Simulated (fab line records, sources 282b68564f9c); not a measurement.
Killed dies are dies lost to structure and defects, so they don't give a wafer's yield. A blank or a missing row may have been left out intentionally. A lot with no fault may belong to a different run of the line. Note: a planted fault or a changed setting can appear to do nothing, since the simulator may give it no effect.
Split-lot experiment + flow rit_cmos + 5 lots, 23 wafers read, on a route of 202 steps

== SPLIT DETAILS ==
At RIT_NLDD_IMPLANT_08, the setting energy_kev was moved away from the recipe's 20 on 11 of the 23 wafers read, by -4.8% to +2.8%. All remaining wafers had this setting at the recipe value.

The reading is taken at the split's own step.

== THE READING ==
implant.drp_nm (the simulator's own value, which no gauge read), in nm, at RIT_NLDD_IMPLANT_08. No usual value for it is given in the file.

| wafer  | tool, chamber at the split | energy_kev as run | against the recipe | implant.drp_nm, nm | against lot-mates on the recipe |
|--------|----------------------------|-------------------|--------------------|--------------------|---------------------------------|
| L076.1 | implanter-02, 0            | 20                | recipe             | 12.97              | -                               |
| L076.3 | implanter-02, 0            | 20                | recipe             | 12.97              | -                               |
| L076.6 | implanter-02, 0            | 20                | recipe             | 12.97              | -                               |
| L077.1 | implanter-03, 0            | 19.56             | -2.2%              | 12.8               | -0.17                           |
| L077.5 | implanter-03, 0            | 19.56             | -2.2%              | 12.8               | -0.17                           |
| L077.6 | implanter-03, 0            | 19.56             | -2.2%              | 12.8               | -0.17                           |
| L077.2 | implanter-03, 0            | 20                | recipe             | 12.97              | -                               |
| L077.3 | implanter-03, 0            | 20                | recipe             | 12.97              | -                               |
| L081.1 | implanter-03, 0            | 19.62             | -1.9%              | 12.82              | -0.15                           |
| L081.3 | implanter-03, 0            | 19.62             | -1.9%              | 12.82              | -0.15                           |
| L081.6 | implanter-03, 0            | 19.62             | -1.9%              | 12.82              | -0.15                           |
| L081.2 | implanter-03, 0            | 20                | recipe             | 12.97              | -                               |
| L081.4 | implanter-03, 0            | 20                | recipe             | 12.97              | -                               |
| L082.2 | implanter-01, 0            | 19.04             | -4.8%              | 12.59              | -0.38                           |
| L082.5 | implanter-01, 0            | 19.04             | -4.8%              | 12.59              | -0.38                           |
| L082.3 | implanter-01, 0            | 20                | recipe             | 12.97              | -                               |
| L082.4 | implanter-01, 0            | 20                | recipe             | 12.97              | -                               |
| L082.6 | implanter-01, 0            | 20                | recipe             | 12.97              | -                               |
| L085.1 | implanter-01, 0            | 20                | recipe             | 12.97              | -                               |
| L085.6 | implanter-01, 0            | 20                | recipe             | 12.97              | -                               |
| L085.3 | implanter-01, 0            | 20.55             | +2.8%              | 13.18              | +0.21                           |
| L085.4 | implanter-01, 0            | 20.55             | +2.8%              | 13.18              | +0.21                           |
| L085.5 | implanter-01, 0            | 20.55             | +2.8%              | 13.18              | +0.21                           |

FIT RESULTS
A straight line over all 23 wafers: implant.drp_nm changes by +0.078 nm for each +1% of energy_kev; r = +1.00; the points scatter about the line by 0.0023 nm.
The same after taking each lot's own level away (the mean of its wafers on the recipe; 23 wafers): +0.078 nm for each +1%; r = +1.00; scatter 0.0023 nm.
On that fit, the largest move of energy_kev shifts the reading by 0.37 nm.
The lots' own levels span 12.970 to 12.970 nm.
Consequently the slope shifts little with the lot-to-lot level, the two slopes agreeing.
Check: -0.374 nm against its lot-mates is what the line predicts for one of the wafers moved furthest among these (-4.8%) when that wafer is left out of the fit. It came out at -0.38 nm against them.

== THE OTHER SPLITS THESE WAFERS WENT THROUGH ==
Before the reading, these wafers also passed through other splits. Each is held against what the fit with the lots' levels taken away leaves over:
| other split on the same wafers    | wafers away from the commonest value | r with implant.drp_nm (lot level and that fit taken away) |
|-----------------------------------|--------------------------------------|-----------------------------------------------------------|
| RIT_ACTIVE_OXIDATION_01 ox_time_s | 15                                   | -0.10                                                     |
| RIT_ACTIVE_ETCH_13 over_etch_frac | 9                                    | +0.35                                                     |
| RIT_FOX1_OXIDATION_00 temp_c      | 15                                   | +0.10                                                     |
| RIT_NWELL_IMPLANT_08 dose_cm2     | 8                                    | -0.15                                                     |
| RIT_PWELL_COAT_01 spin_rpm        | 10                                   | -0.27                                                     |
| RIT_PWELL_HARDBAKE_07 temp_c      | 9                                    | -0.23                                                     |
| RIT_NRETRO_IMPLANT_08 dose_cm2    | 11                                   | +0.15                                                     |
| RIT_PRETRO_IMPLANT_08 dose_cm2    | 4                                    | -0.20                                                     |
| RIT_GATE_OXIDATION_05 ox_time_s   | 18                                   | +0.32                                                     |

== THE WHOLE CHAIN: every reading that the file lists as answering this split, in the file's order ==
| step                | what it does | reading                                                         | change (the file's fit)                | r (the file's) |
|---------------------|--------------|-----------------------------------------------------------------|----------------------------------------|----------------|
| RIT_NLDD_IMPLANT_08 |              | implant.rp_nm (the simulator's own value, which no gauge read)  | +0.192 nm for each +1% of the setting  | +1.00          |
| RIT_NLDD_IMPLANT_08 |              | implant.drp_nm (the simulator's own value, which no gauge read) | +0.0787 nm for each +1% of the setting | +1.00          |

== THE FILE'S OWN FIT ==
implant.drp_nm changes by +0.0787 nm for each +1% of energy_kev, r = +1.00.
